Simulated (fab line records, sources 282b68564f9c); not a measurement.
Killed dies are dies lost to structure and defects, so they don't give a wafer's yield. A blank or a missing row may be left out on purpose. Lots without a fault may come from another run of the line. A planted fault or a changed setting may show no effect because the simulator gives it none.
Split-lot experiment | flow rit_cmos | 5 lots, 23 wafers read, on a route of 202 steps

THE SPLIT
At RIT_CONTACT_COAT_03 (resist thk 1000 nm), the setting resist_thk_nm was moved away from the recipe's 1000 nm on 10 of the 23 wafers read, by -3.0% to +3.3%. The other wafers ran this setting at the recipe's value.

FROM THE SPLIT TO THE READING: what the file shows between them, 3 steps
- RIT_CONTACT_DEVELOP_07: develop time 120 s (also split here: develop_time_s)
- RIT_CONTACT_CD_MEAS_08: target cd 1000 nm
- RIT_CONTACT_HARDBAKE_10: time 60 s

THE READING
NOVOLAK_of_CONTACT_COAT_03.thk_nm (the simulator's own value, which no gauge read), in nm, at RIT_CONTACT_ETCH_11 (etches SiO2 in CHF3/CF4/Ar, stops on TiSi2, target depth 480 nm, time 320 s). The file gives no usual value for it. The 13 wafers here that ran the recipe average 767.3 nm, standard deviation 2.4 nm.

wafer  | tool, chamber at the split | resist_thk_nm as run, nm | against the recipe | NOVOLAK_of_CONTACT_COAT_03.thk_nm, nm | against lot-mates on the recipe
L074.1 | litho_track-01, 0          | 1000                     | recipe             | 765.5                                 | -
L074.4 | litho_track-01, 0          | 1000                     | recipe             | 766.4                                 | -
L074.5 | litho_track-01, 0          | 1000                     | recipe             | 769.6                                 | -
L076.1 | litho_track-04, 0          | 1000                     | recipe             | 769.9                                 | -
L076.2 | litho_track-04, 0          | 1000                     | recipe             | 766.8                                 | -
L076.4 | litho_track-04, 0          | 970.7                    | -2.9%              | 740.8                                 | -28.0
L076.5 | litho_track-04, 0          | 1000                     | recipe             | 769.8                                 | -
L076.6 | litho_track-04, 0          | 970.7                    | -2.9%              | 743.8                                 | -25.0
L077.1 | litho_track-01, 0          | 1000                     | recipe             | 763.6                                 | -
L077.3 | litho_track-01, 0          | 1000                     | recipe             | 764.2                                 | -
L077.4 | litho_track-01, 0          | 1033                     | +3.3%              | 794.2                                 | +30.3
L077.5 | litho_track-01, 0          | 1033                     | +3.3%              | 792.1                                 | +28.2
L077.6 | litho_track-01, 0          | 1033                     | +3.3%              | 791.3                                 | +27.4
L081.1 | litho_track-03, 0          | 1000                     | recipe             | 770.1                                 | -
L081.2 | litho_track-03, 0          | 1000                     | recipe             | 768.3                                 | -
L081.4 | litho_track-03, 0          | 969.9                    | -3.0%              | 741.6                                 | -27.6
L081.5 | litho_track-03, 0          | 969.9                    | -3.0%              | 740.1                                 | -29.1
L081.6 | litho_track-03, 0          | 1000                     | recipe             | 769.2                                 | -
L083.1 | litho_track-04, 0          | 1000                     | recipe             | 768.5                                 | -
L083.3 | litho_track-04, 0          | 1025                     | +2.5%              | 786.9                                 | +20.9
L083.4 | litho_track-04, 0          | 1025                     | +2.5%              | 788.5                                 | +22.5
L083.5 | litho_track-04, 0          | 1025                     | +2.5%              | 785.4                                 | +19.4
L083.6 | litho_track-04, 0          | 1000                     | recipe             | 763.6                                 | -

THE FIT
A straight line over all 23 wafers: NOVOLAK_of_CONTACT_COAT_03.thk_nm changes by +8.14 nm for each +1% of resist_thk_nm; r = +0.99; the points scatter about the line by 2.2 nm.
The same after taking each lot's own level away (the mean of its wafers on the recipe; 23 wafers): +8.86 nm for each +1%; r = +1.00; scatter 1.6 nm.
On that fit, the largest move of resist_thk_nm shifts the reading by 29 nm.
The lots' own levels span 763.90 to 769.20 nm, that is 2.2 times the standard deviation above.
So the lot-to-lot level changes the slope little: the two slopes agree.
Check: with one of the wafers moved furthest among these (+3.3%) left out of the fit, the line predicts +28.5 nm for it against its lot-mates. It came out at +30.3 nm against them.

OTHER SPLITS ON THESE WAFERS
These wafers also went through other splits before the reading. Each is held against what the fit with the lots' levels taken away leaves over:
other split on the same wafers        | wafers away from the commonest value | r with NOVOLAK_of_CONTACT_COAT_03.thk_nm (lot level and that fit taken away)
RIT_PLDD_IMPLANT_08 energy_kev        | 7                                    | +0.30
RIT_SPACER_ETCHBACK_05 time_s         | 7                                    | -0.16
RIT_PSD_IMPLANT_08 energy_kev         | 7                                    | -0.35
RIT_CONTACT_DEVELOP_07 develop_time_s | 9                                    | +0.13

THE WHOLE CHAIN: every reading that the file lists as answering this split, in the file's order
step                    | what it does                                                                | reading                                                                            | change (the file's fit)                                                                        | r (the file's)
RIT_CONTACT_COAT_03     | resist thk 1000 nm                                                          | NOVOLAK_of_CONTACT_COAT_03.thk_nm (the simulator's own value, which no gauge read) | +10 nm for each +1% of the setting                                                             | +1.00
RIT_CONTACT_HARDBAKE_10 | time 60 s                                                                   | NOVOLAK_of_CONTACT_COAT_03.thk_nm (the simulator's own value, which no gauge read) | +8.76 nm for each +1% of the setting                                                           | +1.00
RIT_CONTACT_ETCH_11     | etches SiO2 in CHF3/CF4/Ar, stops on TiSi2, target depth 480 nm, time 320 s | NOVOLAK_of_CONTACT_COAT_03.thk_nm (the simulator's own value, which no gauge read) | +8.9 nm for each +1% of the setting                                                            | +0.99
RIT_CONTACT_CD_MEAS_08  | target cd 1000 nm                                                           | cd_nm                                                                              | -1.23 nm for each +1% of the setting, in a fit together with develop_time_s@CONTACT_DEVELOP_07 | 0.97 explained
RIT_CONTACT_ETCH_11     | etches SiO2 in CHF3/CF4/Ar, stops on TiSi2, target depth 480 nm, time 320 s | CONTACT.cd_nm (the simulator's own value, which no gauge read)                     | -1.23 nm for each +1% of the setting, in a fit together with develop_time_s@CONTACT_DEVELOP_07 | 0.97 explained
RIT_CONTACT_CD_MEAS_90  | target cd 1000 nm                                                           | cd_nm                                                                              | -1.2 nm for each +1% of the setting, in a fit together with develop_time_s@CONTACT_DEVELOP_07  | 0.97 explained

THE FILE'S OWN FIT
NOVOLAK_of_CONTACT_COAT_03.thk_nm changes by +8.9 nm for each +1% of resist_thk_nm, r = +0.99.
